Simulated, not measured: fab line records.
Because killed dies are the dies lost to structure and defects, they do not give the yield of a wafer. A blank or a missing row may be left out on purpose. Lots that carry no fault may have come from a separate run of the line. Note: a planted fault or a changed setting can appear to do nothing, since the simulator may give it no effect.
Chamber matching / flow berkeley-cmos170 / wet-bench-01 running UCB170_WELLDRIVE_WET_ETCH_04: 4 sister chambers
The step etches SiO2 in BOE, time 120 s. 14 wafers are shown with their chamber, then 7 later ones without.

EACH WAFER AND ITS CHAMBER
wafer=L536.1; chamber=2; bath-heat-duty-pct (%)=4.4
wafer=L536.3; chamber=2; bath-heat-duty-pct (%)=6.1
wafer=L536.6; chamber=2; bath-heat-duty-pct (%)=6.6
wafer=L538.1; chamber=0; bath-heat-duty-pct (%)=5.9
wafer=L538.2; chamber=0; bath-heat-duty-pct (%)=6.8
wafer=L538.5; chamber=0; bath-heat-duty-pct (%)=7.1
wafer=L539.1; chamber=1; bath-heat-duty-pct (%)=6.1
wafer=L539.2; chamber=1; bath-heat-duty-pct (%)=6.4
wafer=L539.5; chamber=1; bath-heat-duty-pct (%)=5.7
wafer=L540.2; chamber=3; bath-heat-duty-pct (%)=5.2
wafer=L540.4; chamber=3; bath-heat-duty-pct (%)=5.5
wafer=L540.6; chamber=3; bath-heat-duty-pct (%)=5.2
wafer=L545.2; chamber=0; bath-heat-duty-pct (%)=7.0
wafer=L545.5; chamber=0; bath-heat-duty-pct (%)=6.4

SIGNATURES, as means of the wafers listed above
reading=bath-heat-duty-pct; chamber 0=6.640; chamber 1=6.067; chamber 2=5.700; chamber 3=5.300; scatter within a chamber=0.628
Rule: for a wafer and a chamber, the distance is found by dividing, reading by reading, the gap between the wafer's reading and the chamber's mean by the reading's scatter, squaring, summing and taking the root. The wafer belongs to the nearest chamber; if the next one is less than 2 further off, it can't be placed. How the scatter is found: for the shown wafers, subtract from each reading the mean of its chamber, square and add these, divide the total by (wafers less chambers), then take the root.

WAFERS WITHOUT THEIR CHAMBER
wafer=L545.6; bath-heat-duty-pct (%)=6.2
wafer=L546.1; bath-heat-duty-pct (%)=7.0
wafer=L546.2; bath-heat-duty-pct (%)=7.1
wafer=L546.3; bath-heat-duty-pct (%)=6.5
wafer=L556.1; bath-heat-duty-pct (%)=5.9
wafer=L556.4; bath-heat-duty-pct (%)=5.4
wafer=L556.5; bath-heat-duty-pct (%)=5.8

WHICH CHAMBER EACH ONE RAN IN
wafer=L545.6; from the rows above=can't be placed: 1 or 0 or 2 or 3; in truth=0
wafer=L546.1; from the rows above=can't be placed: 0 or 1 or 2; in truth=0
wafer=L546.2; from the rows above=can't be placed: 0 or 1 or 2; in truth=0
wafer=L546.3; from the rows above=can't be placed: 0 or 1 or 2 or 3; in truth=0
wafer=L556.1; from the rows above=can't be placed: 1 or 2 or 3 or 0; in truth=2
wafer=L556.4; from the rows above=can't be placed: 3 or 2 or 1 or 0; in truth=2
wafer=L556.5; from the rows above=can't be placed: 2 or 1 or 3 or 0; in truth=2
Correct placement for 0 of the 7. These rows do not allow placing 7 (true chamber among the candidates in 7). Number placed wrongly: 0.
